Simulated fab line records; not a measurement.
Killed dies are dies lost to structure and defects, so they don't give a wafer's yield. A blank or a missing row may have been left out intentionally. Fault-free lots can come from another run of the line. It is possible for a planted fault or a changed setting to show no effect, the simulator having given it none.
fab line records	flow ritCmos
record: lots: 6	wafers: 18	lastDay: 6
route steps=202 shown PLDD@159 NLDD@160 SILICIDE@161 CONTACT@168
lots with no fault: from the same line, run without faults
startH: the number of hours between the record's first day and the start of the first shown wafer of the lot	waitH: hours since the lot's step before	" unchanged from the row above	L1.1+2: one row covering several wafers at once	- no value, or no start was given	* or withheld: withheld	< > ~ a bound
route shown NAME@n: NAME is a module with steps in the file, n the number in the route of the first one	usual: mean/standard deviation of fault-free wafers	same: alike in all rows	chamber/n: place in a boat	sites: per-site readings	_std_site: their standard deviation	_edge_site: inner sites' mean taken away from outer sites' mean	radiusMm: for every site, how far away it sits from the centre of the wafer	mask NAME#n: copy n	behind: the tool/chamber that last shaped the wafer	hold: why the lot went on hold/how many hours it stayed there/how the hold came to an end	device: names the non-switching transistor (n, p or np)	end of line: tests run on the same wafers once the route is complete	step lacking rows: just its recipe	killed: at the first sort, the dies lost to defects and structure; wafer yield is something else	map: per-die view of a wafer (x killed, . not killed, _ where there is no die)
set.NAME: the setting the step ran with; set.NAME@STEP: the setting that earlier step ran with	model.NAME: the simulator's own value behind a step, which no gauge read
lots at selected steps of the route; one table per step, one row per wafer
services: when a tool's chamber went out of use (startH, in hours from the record's first day, below 0 if earlier), for how many hours, and the reason
== steps ==
step: RIT_SDANNEAL_RS_MEAS_06
recipe: thkMeasGauge: four-point-probe
usual: PLDD_RS: 178.8/0.45
lot.wafer	tool	chamber	startH	waitH	PLDD_RS[ohm/sq]
L275.3	filmMetro-03	-	78.28	0.1	178.6
L275.4	"	-	"	"	178.7
L275.6	"	-	"	"	178.3
L278.2	filmMetro-02	-	91.97	0.1	179.0
L278.3	"	-	"	"	178.9
L278.6	"	-	"	"	178.6
L279.1	filmMetro-02	-	94.93	0.1	179.2
L279.2	"	-	"	"	179.5
L279.5	"	-	"	"	179.1
L285.3	filmMetro-01	-	125.37	0.1	178.9
L285.4	"	-	"	"	179.0
L285.5	"	-	"	"	179.0
L286.1	filmMetro-01	-	129.14	0.1	177.6
L286.4	"	-	"	"	178.1
L286.6	"	-	"	"	177.9
L287.1	filmMetro-01	-	133.67	0.1	178.6
L287.2	"	-	"	"	178.3
L287.6	"	-	"	"	178.9
step: RIT_SDANNEAL_RS_MEAS_07
recipe: thkMeasGauge: four-point-probe
usual: NLDD_RS: 151.5/0.51
lot.wafer	tool	chamber	startH	waitH	NLDD_RS[ohm/sq]
L275.3	filmMetro-03	-	78.40	0.1	150.8
L275.4	"	-	"	"	150.5
L275.6	"	-	"	"	150.5
L278.2	filmMetro-02	-	92.09	0.1	152.4
L278.3	"	-	"	"	152.7
L278.6	"	-	"	"	152.0
L279.1	filmMetro-02	-	95.05	0.1	151.5
L279.2	"	-	"	"	151.3
L279.5	"	-	"	"	152.0
L285.3	filmMetro-01	-	125.49	0.1	151.8
L285.4	"	-	"	"	152.0
L285.5	"	-	"	"	152.4
L286.1	filmMetro-01	-	129.26	0.1	150.7
L286.4	"	-	"	"	150.9
L286.6	"	-	"	"	150.3
L287.1	filmMetro-01	-	133.79	0.1	151.9
L287.2	"	-	"	"	152.4
L287.6	"	-	"	"	151.7
step: RIT_SILICIDE_WET_ETCH_00
recipe: chemistry: BOE	target: SiO2	targetDepthNm: 14	timeS: 15	dry: n2Spin	dilution: 10:1	tempC: 21.5
step: RIT_SILICIDE_SPUTTER_01
recipe: material: Ti	targetThkNm: 30	powerW: 350	chamberPressurePa: 0.6436	gas: Ar	timeS: 240	substrateTempC: 25
usual: throttleValvePct: 29.7/0.74
lot.wafer	tool	chamber	startH	waitH	throttleValvePct
L275.3	pvdSputter-04	-	78.49	0.0	30.2
L275.4	"	-	"	"	30.2
L275.6	"	-	"	"	30.1
L278.2	pvdSputter-01	-	92.20	0.0	30.0
L278.3	"	-	"	"	28.9
L278.6	"	-	"	"	30.5
L279.1	pvdSputter-04	-	95.18	0.0	29.6
L279.2	"	-	"	"	30.5
L279.5	"	-	"	"	29.2
L285.3	pvdSputter-03	-	125.58	0.0	28.7
L285.4	"	-	"	"	28.1
L285.5	"	-	"	"	28.0
L286.1	pvdSputter-01	-	129.39	0.0	29.4
L286.4	"	-	"	"	29.9
L286.6	"	-	"	"	29.8
L287.1	pvdSputter-03	-	133.93	0.0	27.8
L287.2	"	-	"	"	28.8
L287.6	"	-	"	"	30.7
step: RIT_SILICIDE_RS_MEAS_02
recipe: thkMeasGauge: four-point-probe	reads: Ti_of_SILICIDE_SPUTTER_01
usual: SILICIDE_TI_RS: 44.4/0.57
lot.wafer	tool	chamber	startH	waitH	SILICIDE_TI_RS[ohm/sq]
L275.3	filmMetro-02	-	78.68	0.1	44.8
L275.4	"	-	"	"	44.5
L275.6	"	-	"	"	44.7
L278.2	filmMetro-03	-	92.37	0.1	45.3
L278.3	"	-	"	"	45.1
L278.6	"	-	"	"	44.5
L279.1	filmMetro-03	-	95.33	0.1	45.7
L279.2	"	-	"	"	45.3
L279.5	"	-	"	"	44.9
L285.3	filmMetro-04	-	125.77	0.1	44.0
L285.4	"	-	"	"	44.1
L285.5	"	-	"	"	43.9
L286.1	filmMetro-02	-	129.54	0.1	43.8
L286.4	"	-	"	"	43.8
L286.6	"	-	"	"	43.4
L287.1	filmMetro-02	-	134.08	0.1	43.1
L287.2	"	-	"	"	43.4
L287.6	"	-	"	"	43.6
step: RIT_SILICIDE_THK_MEAS_03
recipe: thkMeasGauge: xrf	reads: Ti_of_SILICIDE_SPUTTER_01
usual: SILICIDE_TI_THK: 30.1/0.33
lot.wafer	tool	chamber	startH	waitH	SILICIDE_TI_THK[nm]
L275.3	filmMetro-02	-	78.78	0.1	29.9
L275.4	"	-	"	"	30.2
L275.6	"	-	"	"	29.9
L278.2	filmMetro-03	-	92.48	0.1	29.7
L278.3	"	-	"	"	29.8
L278.6	"	-	"	"	30.0
L279.1	filmMetro-03	-	95.45	0.1	29.5
L279.2	"	-	"	"	29.6
L279.5	"	-	"	"	29.9
L285.3	filmMetro-04	-	125.87	0.1	30.3
L285.4	"	-	"	"	30.2
L285.5	"	-	"	"	30.3
L286.1	filmMetro-02	-	129.66	0.1	30.4
L286.4	"	-	"	"	30.6
L286.6	"	-	"	"	30.6
L287.1	filmMetro-02	-	134.20	0.1	30.8
L287.2	"	-	"	"	30.6
L287.6	"	-	"	"	30.5
step: RIT_SILICIDE_RTA_04
recipe: tempC: 650	timeS: 10	idleTempC: 25	rampUpS: 5	rampDownS: 5	coolToC: 25	ambient: N2
usual: wafer_temp_C_max: 652.5/0.58
lot.wafer	tool	chamber	startH	waitH	wafer_temp_C_max
L275.3	rtpAnneal-01	0	78.86	0.1	653.0
L275.4	"	0	"	"	652.0
L275.6	"	0	"	"	652.5
L278.2	rtpAnneal-02	0	92.54	0.1	654.0
L278.3	"	0	"	"	652.1
L278.6	"	0	"	"	652.2
L279.1	rtpAnneal-01	0	95.51	0.1	652.0
L279.2	"	0	"	"	652.1
L279.5	"	0	"	"	652.1
L285.3	rtpAnneal-01	0	125.94	0.1	651.8
L285.4	"	0	"	"	652.5
L285.5	"	0	"	"	652.7
L286.1	rtpAnneal-02	0	129.72	0.1	652.5
L286.4	"	0	"	"	652.2
L286.6	"	0	"	"	652.9
L287.1	rtpAnneal-01	0	134.26	0.1	652.0
L287.2	"	0	"	"	652.3
L287.6	"	0	"	"	652.7
step: RIT_SILICIDE_WET_ETCH_05
recipe: chemistry: SPM	target: Ti	tempC: 90	timeS: 120	dry: n2Spin
step: RIT_SILICIDE_RTA_06
recipe: tempC: 750	timeS: 10	idleTempC: 25	rampUpS: 5	rampDownS: 10	coolToC: 25	ambient: N2
usual: wafer_temp_C_max: 753.0/0.79
lot.wafer	tool	chamber	startH	waitH	wafer_temp_C_max
L275.3	rtpAnneal-02	0	79.02	0.0	755.4
L275.4	"	0	"	"	754.3
L275.6	"	0	"	"	753.9
L278.2	rtpAnneal-01	0	92.65	0.0	752.9
L278.3	"	0	"	"	752.4
L278.6	"	0	"	"	752.9
L279.1	rtpAnneal-02	0	95.62	0.0	753.6
L279.2	"	0	"	"	752.9
L279.5	"	0	"	"	753.1
L285.3	rtpAnneal-02	0	126.05	0.0	752.8
L285.4	"	0	"	"	754.9
L285.5	"	0	"	"	753.7
L286.1	rtpAnneal-01	0	129.83	0.0	753.3
L286.4	"	0	"	"	752.0
L286.6	"	0	"	"	752.8
L287.1	rtpAnneal-02	0	134.36	0.0	752.9
L287.2	"	0	"	"	752.5
L287.6	"	0	"	"	755.0
step: RIT_CONTACT_CVD_00
recipe: material: SiO2	targetThkNm: 400	precursor: TEOS	tempC: 390	timeS: 61	rfW: 400
usual: heaterPowerW: 284/38
lot.wafer	tool	chamber	startH	waitH	heaterPowerW
L275.3	pecvd-04	2	79.06	0.0	271
L275.4	"	2	"	"	284
L275.6	"	0	"	"	305
L278.2	pecvd-04	1	92.71	0.0	312
L278.3	"	2	"	"	275
L278.6	"	2	"	"	287
L279.1	pecvd-01	0	95.69	0.1	322
L279.2	"	1	"	"	219
L279.5	"	0	"	"	338
L285.3	pecvd-01	0	126.09	0.0	349
L285.4	"	1	"	"	288
L285.5	"	0	"	"	367
L286.1	pecvd-03	0	129.89	0.1	347
L286.4	"	2	"	"	209
L286.6	"	2	"	"	225
L287.1	pecvd-04	2	134.43	0.1	243
L287.2	"	1	"	"	323
L287.6	"	2	"	"	259
step: RIT_CONTACT_THK_MEAS_01
recipe: reads: SiO2_of_CONTACT_CVD_00
usual: CONTACT_TEOS_THK: 399/5.3
lot.wafer	tool	chamber	startH	waitH	CONTACT_TEOS_THK[nm]
L275.3	filmMetro-04	-	79.13	0.0	394
L275.4	"	-	"	"	399
L275.6	"	-	"	"	403
L278.2	filmMetro-01	-	92.77	0.0	393
L278.3	"	-	"	"	387
L278.6	"	-	"	"	396
L279.1	filmMetro-04	-	95.74	0.0	394
L279.2	"	-	"	"	403
L279.5	"	-	"	"	407
L285.3	filmMetro-04	-	126.16	0.0	396
L285.4	"	-	"	"	405
L285.5	"	-	"	"	406
L286.1	filmMetro-04	-	129.97	0.1	399
L286.4	"	-	"	"	407
L286.6	"	-	"	"	409
L287.1	filmMetro-03	-	134.48	0.0	391
L287.2	"	-	"	"	402
L287.6	"	-	"	"	399
step: RIT_CONTACT_HMDS_02
recipe: primeTimeS: 60	primeTempC: 140
step: RIT_CONTACT_COAT_03
recipe: resist: NOVOLAK	spinRpm: 3250	resistThkNm: 1000
usual: chillPlateTempC: 22.99/0.1	dispensePressureKPa: 51.5/2.6
lot.wafer	tool	chamber	startH	waitH	chillPlateTempC	dispensePressureKPa
L275.3	lithoTrack-01	0	79.37	0.1	23.05	50.3
L275.4	"	0	"	"	23.11	50.3
L275.6	"	0	"	"	22.98	50.3
L278.2	lithoTrack-01	-	92.99	0.1	-	-
L278.3	"	-	"	"	-	-
L278.6	"	-	"	"	-	-
L279.1	lithoTrack-02	-	96.10	0.1	-	-
L279.2	"	-	"	"	-	-
L279.5	"	-	"	"	-	-
L285.3	lithoTrack-02	0	126.61	0.1	22.88	49.6
L285.4	"	0	"	"	22.91	49.6
L285.5	"	0	"	"	22.88	49.5
L286.1	lithoTrack-02	0	130.18	0.1	22.92	49.6
L286.4	"	0	"	"	22.94	49.5
L286.6	"	0	"	"	22.98	49.5
L287.1	lithoTrack-01	0	134.69	0.1	22.96	50.3
L287.2	"	0	"	"	23.03	50.3
L287.6	"	0	"	"	23.09	50.3
step: RIT_CONTACT_SOFTBAKE_04
recipe: resist: NOVOLAK	tempC: 89.14	timeS: 60
step: RIT_CONTACT_EXPOSE_05
recipe: maskId: M11	na: 0.6	sourceShape: conventional	sigmaOuter: 0.5	targetCdNm: 1000	doseMj: 250
step: RIT_CONTACT_PEB_06
recipe: resist: NOVOLAK	tempC: withheld	timeS: withheld
step: RIT_CONTACT_DEVELOP_07
recipe: resist: NOVOLAK	developTimeS: 120	devTempC: 23
step: RIT_CONTACT_CD_MEAS_08
recipe: targetCdNm: 1000
usual: cdNm: 1000.1/2.3
lot.wafer	tool	chamber	startH	waitH	cdNm
L275.3	cdSem-02	-	80.30	-	1000.9
L275.4	"	-	"	"	998.9
L275.6	"	-	"	"	999.7
L278.2	cdSem-01	-	94.03	-	-
L278.3	"	-	"	"	-
L278.6	"	-	"	"	-
L279.1	cdSem-01	-	97.17	-	-
L279.2	"	-	"	"	-
L279.5	"	-	"	"	-
L285.3	cdSem-01	-	127.41	-	994.4
L285.4	"	-	"	"	996.2
L285.5	"	-	"	"	996.1
L286.1	cdSem-01	-	131.33	-	1001.8
L286.4	"	-	"	"	1003.4
L286.6	"	-	"	"	1001.4
L287.1	cdSem-02	-	135.51	-	998.2
L287.2	"	-	"	"	1000.6
L287.6	"	-	"	"	1000.1
step: RIT_CONTACT_OVL_MEAS_09
usual: CONTACT_OVL: -0.1/1.4
lot.wafer	tool	chamber	startH	waitH	CONTACT_OVL[nm]
L275.3	overlay-01	-	80.39	0.1	1.7
L275.4	"	-	"	"	2.4
L275.6	"	-	"	"	1.6
L278.2	overlay-01	-	94.14	0.1	-
L278.3	"	-	"	"	-
L278.6	"	-	"	"	-
L279.1	overlay-01	-	97.29	0.1	-
L279.2	"	-	"	"	-
L279.5	"	-	"	"	-
L285.3	overlay-01	-	127.51	0.1	0.8
L285.4	"	-	"	"	-0.6
L285.5	"	-	"	"	-0.9
L286.1	overlay-02	-	131.45	0.1	1.6
L286.4	"	-	"	"	1.7
L286.6	"	-	"	"	-0.1
L287.1	overlay-02	-	135.63	0.1	-1.2
L287.2	"	-	"	"	-2.1
L287.6	"	-	"	"	-1.9
== services ==
tool	chamber	startH	hours	kind
pecvd-01	-	58.50	1.1	repair
pvdSputter-04	-	58.62	0.5	repair
pvdSputter-03	-	65.27	1.1	repair
pvdSputter-04	-	72.06	4.4	repair
pecvd-04	-	83.38	1.6	repair
pecvd-03	1	122.06	20.6	repair
== key ==
firstSign: step: RIT_CONTACT_COAT_03	reading: toolRecord	direction: missing
effect: step: RIT_CONTACT_CD_MEAS_08	reading: cdNm	direction: missing
effect: step: RIT_CONTACT_OVL_MEAS_09	reading: CONTACT_OVL	direction: missing
metAt RIT_CONTACT_COAT_03
struckWafers L278.2,L278.3,L278.6,L279.1,L279.2,L279.5
laterRowsLeftOut L278.2,L278.3,L278.6,L279.1,L279.2,L279.5
sortLeftOut L278.2,L278.3,L278.6,L279.1,L279.2,L279.5
testerLeftOut L278,L279
onsetBetween 79.37 92.99
fault: kind: skippedStepWhole	tool: lithoTrack-01,lithoTrack-02	chamber: -	onsetH: 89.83	steps: RIT_CONTACT_COAT_03	scope: struckLotsOnly
testerLeftOut: of these lots the tester's yield and bins aren't shown, on N5 and GAA mostly nor the transistor test; their killed dies are dies lost to structure and defects alone, not to doping, threshold or leakage, so they don't give the yield
sortLeftOut: the simulated sort isn't trusted on such a fault, so these wafers' sort isn't shown, and their yield isn't known
laterRowsLeftOut: the simulator's readings of these wafers behind a module that went badly wrong aren't trusted and aren't shown, but for the sort
